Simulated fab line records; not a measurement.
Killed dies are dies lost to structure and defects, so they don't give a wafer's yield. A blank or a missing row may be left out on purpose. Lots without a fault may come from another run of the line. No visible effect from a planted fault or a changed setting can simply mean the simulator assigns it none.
Commonality check across tools	flow berkeley_cmos170	Lots sampled 14, wafers sampled 42

## REASON IT WAS OPENED
Of 14 lots, 2 have the reading NWELL_TW flagged at UCB170_NWELL_TW_MEAS_16. No-fault wafers: 1242, standard deviation 5.8.
Rule: a lot is flagged when every wafer of it that has a number lies more than 4 standard deviations from that mean, or none has a number. All remaining lots are regarded as sound.

lot	measured	on	NWELL_TW, wafer by wafer	flag
L998	day 2 12:32	film_metro-02	1247 1246 1243	
L999	day 2 19:01	film_metro-02	1246 1244 1241	
L102	day 3 06:32	film_metro-04	1247 1243 1241	
L104	day 3 11:31	film_metro-03	1465 1465 1473	FLAGGED
L103	day 3 11:39	film_metro-02	1466 1469 1463	FLAGGED
L107	day 4 07:07	film_metro-04	1244 1229 1236	
L113	day 5 11:43	film_metro-02	1248 1254 1245	
L114	day 5 19:59	film_metro-04	1243 1238 1239	
L115	day 5 20:17	film_metro-02	1248 1251 1251	
L117	day 6 01:40	film_metro-04	1248 1233 1241	
L118	day 6 09:56	film_metro-04	1245 1238 1239	
L120	day 6 19:36	film_metro-02	1252 1249 1249	
L119	day 6 19:41	film_metro-03	1240 1235 1228	
L121	day 7 01:13	film_metro-02	1242 1243 1243	
The numbers of the flagged lots are 1467 on average: +225 against the usual, or +39 standard deviations.

## TOOL THAT RAN EACH LOT
The record holds 1 process step before the reading, out of a route of 331 steps. Every cell lists first the tool, next ch and the chambers used by the sampled wafers, and last the start.
lot	flag	UCB170_NWELL_IMPLANT_14
L998		implanter-04 ch 0, day 2 12:18
L999		implanter-04 ch 0, day 2 18:45
L102		implanter-01 ch 0, day 3 06:18
L104	FLAGGED	implanter-01 ch 0, day 3 11:18
L103	FLAGGED	implanter-01 ch 0, day 3 11:24
L107		implanter-04 ch 0, day 4 06:52
L113		implanter-04 ch 0, day 5 11:28
L114		implanter-02 ch 0, day 5 19:46
L115		implanter-04 ch 0, day 5 20:04
L117		implanter-04 ch 0, day 6 01:25
L118		implanter-02 ch 0, day 6 09:41
L120		implanter-02 ch 0, day 6 19:21
L119		implanter-04 ch 0, day 6 19:26
L121		implanter-04 ch 0, day 7 00:58
What the steps here do:
- UCB170_NWELL_IMPLANT_14
- UCB170_NWELL_TW_MEAS_16

## FLAGGED AGAINST TOTAL, ONE TOOL AT A TIME (gauges that did the reading follow at the end)
step	tool	lots run	flagged	share of the flagged lots	sound lots run after its first flagged lot
UCB170_NWELL_IMPLANT_14	implanter-01	3	2	all	0
UCB170_NWELL_IMPLANT_14	implanter-02	3	0	none	-
UCB170_NWELL_IMPLANT_14	implanter-04	8	0	none	-
UCB170_NWELL_TW_MEAS_16	film_metro-02	7	1	some	4 (L113,L115,L120,L121)
UCB170_NWELL_TW_MEAS_16	film_metro-03	2	1	some	1 (L119)
UCB170_NWELL_TW_MEAS_16	film_metro-04	5	0	none	-

## WHAT THE TABLE PERMITS
In the table, 1 row covers all flagged lots: implanter-01 at UCB170_NWELL_IMPLANT_14.
- implanter-01 at UCB170_NWELL_IMPLANT_14 ran 3 lots, 2 of them flagged. It ran its last sound lot, L102, at day 3 06:18 and its first flagged lot, L104, at day 3 11:18: a fault with its onset between the two fits. Its own readings (dose_ions_cm2, faraday_current_uA) fall more than 4 standard deviations out on all wafers of the flagged lots.
What remains is a single tool, implanter-01 at UCB170_NWELL_IMPLANT_14.

## WHAT THE SIMULATOR HAD INSERTED
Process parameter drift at UCB170_NWELL_IMPLANT_14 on implanter-01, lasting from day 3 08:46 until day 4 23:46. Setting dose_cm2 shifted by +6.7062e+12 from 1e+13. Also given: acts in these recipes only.
Struck lots among those shown: L104, L103. This agrees with what the rule above found.
